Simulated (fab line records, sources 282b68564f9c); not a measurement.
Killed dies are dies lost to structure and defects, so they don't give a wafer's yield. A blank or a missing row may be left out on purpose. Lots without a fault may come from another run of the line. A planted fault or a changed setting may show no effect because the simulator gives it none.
Problem report in the 8D (eight disciplines) form, filled by code | flow rit_cmos | the parts of the form that need people (team, actions taken, sign-off) are left out

1. THE PROBLEM
run_length_s at RIT_SPACER_ETCHBACK_05 reads a mean of 280.3 s on 4 wafers of 2 lots; wafers without a fault read 268.3 s with a standard deviation of 0.45. That is +27 standard deviations from the usual mean.
The step: etches Si3N4 in SF6/CHF3, stops on SiO2, target depth 250 nm, time 240 s.
First seen on wafer L639.3, day 4 06:04, on rie_diel-01. The record holds 18 wafers of 6 lots with a number at this step. Rule for "out", or "out of limits": more than 4 standard deviations from the usual mean. The other wafers with a number count as sound.

2. WHAT IT IS AND WHAT IT IS NOT
question                    | is                             | is not
which readings at this step | run_length_s                   | drypump_motor_current_A, throttle_valve_pct
which lots                  | L639, L643                     | L635, L647, L651, L654
which wafers of those lots  | L639.3, L639.6, L643.1, L643.5 | L639.4, L643.2
read on which tools         | rie_diel-01                    | rie_diel-02, rie_diel-03
when                        | from day 4 06:04               | up to then (4 sound wafers); but 10 sound wafers of L643, L647, L651, L654 came after

3. SUSPECTS, AND WHAT RULES EACH OUT
Counting: a tool at a process step up to the reading stays a suspect if it ran every lot that is out. Sound lots after the first of them don't rule it out here, since some wafers of a struck lot are sound.
- rie_diel-01 at RIT_SPACER_ETCHBACK_05 (etches Si3N4 in SF6/CHF3, stops on SiO2, target depth 250 nm, time 240 s): kept. It ran every lot that is out, first L639 (day 4 06:04). Its own readings are out on those wafers: run_length_s.
- Within rie_diel-01 at RIT_SPACER_ETCHBACK_05: the wafers that are out ran in chamber 0; their sound lot-mates ran in chamber 2.
Left after counting: rie_diel-01 at RIT_SPACER_ETCHBACK_05.

4. THE CAUSE (what the simulator had put in)
Process parameter drift: rie_diel-01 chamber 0, from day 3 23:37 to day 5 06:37, at RIT_SPACER_ETCHBACK_05. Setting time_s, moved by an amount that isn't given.
Counting left only this tool.

5. THE CHAIN OF EFFECTS, in route order
Each row: a reading whose mean over the struck wafers that have a number lies more than 3 standard deviations from the usual. Only readings for which the record gives a usual standard deviation are gone through. hours: the time from each lot's start at the first step in this table that gives one to its start at this step, as a median over the lots. sigmas: the change in usual standard deviations.
hours | step                   | reading        | usual      | on struck wafers | change | sigmas
0     | RIT_SPACER_ETCHBACK_05 | oes_product_au | 0.833 a.u. | 0.779            | -0.054 | -3.4
0     | RIT_SPACER_ETCHBACK_05 | run_length_s   | 268.3 s    | 280.3            | +12.0  | +27
The process steps in it:
- RIT_SPACER_ETCHBACK_05: etches Si3N4 in SF6/CHF3, stops on SiO2, target depth 250 nm, time 240 s.

6. WHAT WOULD HAVE CAUGHT IT SOONER
In this record the first reading out of limits was taken at day 4 06:04, 6 hours after the fault began at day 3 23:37.
